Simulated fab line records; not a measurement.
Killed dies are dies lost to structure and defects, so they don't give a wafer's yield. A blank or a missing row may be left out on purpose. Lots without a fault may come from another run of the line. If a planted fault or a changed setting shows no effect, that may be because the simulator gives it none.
Problem report, 8D (eight disciplines) form, completed by code + flow berkeley cmos170 + the parts of the form that need people (team, actions taken, sign-off) are left out

## 1. PROBLEM STATEMENT
V1_TEOS_THK at UCB170_V1_THK_MEAS_01 reads a mean of 2196 nm on 2 wafers of 1 lot; wafers without a fault read 1992 nm with a standard deviation of 26. Measured from the usual mean, that is +7.9 standard deviations.
The first sign was on wafer L140.1 at day 12 02:10, on film metro-04. At this step, 39 wafers from 13 lots have a number in the record. Rule for "out", or "out of limits": more than 4 standard deviations from the usual mean. All remaining wafers that have a number are taken as sound.

## 2. WHAT THIS IS AND IS NOT
| question                    | is                | is not                                                                    |
|-----------------------------|-------------------|---------------------------------------------------------------------------|
| which readings at this step | V1_TEOS_THK       | -                                                                         |
| which lots                  | L140              | L124, L125, L126, L127, L128, L129, L130, L131, L133, L135, L144, L147    |
| which wafers of those lots  | L140.1, L140.6    | L140.5                                                                    |
| read on which gauges        | film metro-04     | film metro-01, film metro-02                                              |
| when                        | from day 12 02:10 | up to then (31 sound wafers); but 6 sound wafers of L144, L147 came after |

## 3. SUSPECTS, AND WHAT RULES EACH OUT
Counting: a tool at a process step up to the reading stays a suspect if it ran every lot that is out. Sound lots after the first of them don't rule it out here, since some wafers of a struck lot are sound.
- the gauge at UCB170_V1_THK_MEAS_01: kept. All the wafers that are out were read on film metro-04, and no step on other tools shows them out.
- plasma asher-03 at UCB170_PWELL_STRIP_16 (strips in O2): kept. It processed L140, the lot that is out, at day 7 00:47, and its most recent sound lot before then was L135 at day 5 12:56.
- pecvd-02 at UCB170_V1_CVD_00 (deposits SiO2 from TEOS/O2, target thk 2000 nm, time 250 s): kept. It processed L140, the lot that is out, at day 12 02:01, and its most recent sound lot before then was L131 at day 9 16:12.
- Within plasma asher-03 at UCB170_PWELL_STRIP_16, the wafers that are out were processed in chamber 1 and their sound lot-mates in chamber 0.
- Within pecvd-02 at UCB170_V1_CVD_00, the wafers that are out were processed in chamber 0 and their sound lot-mates in chamber 1.
plasma asher-03 at UCB170_PWELL_STRIP_16, pecvd-02 at UCB170_V1_CVD_00 and film metro-04 at UCB170_V1_THK_MEAS_01 are what is left after counting.

## 4. THE CAUSE (what the simulator had put in)
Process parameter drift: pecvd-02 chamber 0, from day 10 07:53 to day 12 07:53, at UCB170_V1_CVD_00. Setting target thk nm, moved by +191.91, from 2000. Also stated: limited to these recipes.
Counting leaves 3 suspects; this tool is one of them.

## 5. SEQUENCE OF EFFECTS, ordered by route
Each row: a reading where the mean over the struck wafers with a number is more than 3 standard deviations away from the usual. Readings are gone through only where the record gives a usual standard deviation; hours: the median, over the lots, of the time from a lot's start at the first step in this table giving one to that lot's start at this step; sigmas: the change measured in usual standard deviations.
| hours | step                  | reading     | usual   | on struck wafers | change | sigmas |
|-------|-----------------------|-------------|---------|------------------|--------|--------|
| 0     | UCB170_V1_THK_MEAS_01 | V1_TEOS_THK | 1992 nm | 2196             | +204   | +7.9   |

## 6. HOW IT WOULD HAVE BEEN CAUGHT EARLIER
Counted from the fault's start at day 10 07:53, it took 42 hours until the first out-of-limits reading at a measuring or inspecting step in this record, taken at day 12 02:10.
An alarm limit of 4 standard deviations would not have fired on the tool readings at UCB170_V1_CVD_00 for which the record gives a usual standard deviation, since none of them was out on any struck wafer.
Lots out: 1; all had begun UCB170_V1_CVD_00 on pecvd-02 by day 12 02:10. Holding the tool at that point would not have protected any of them.
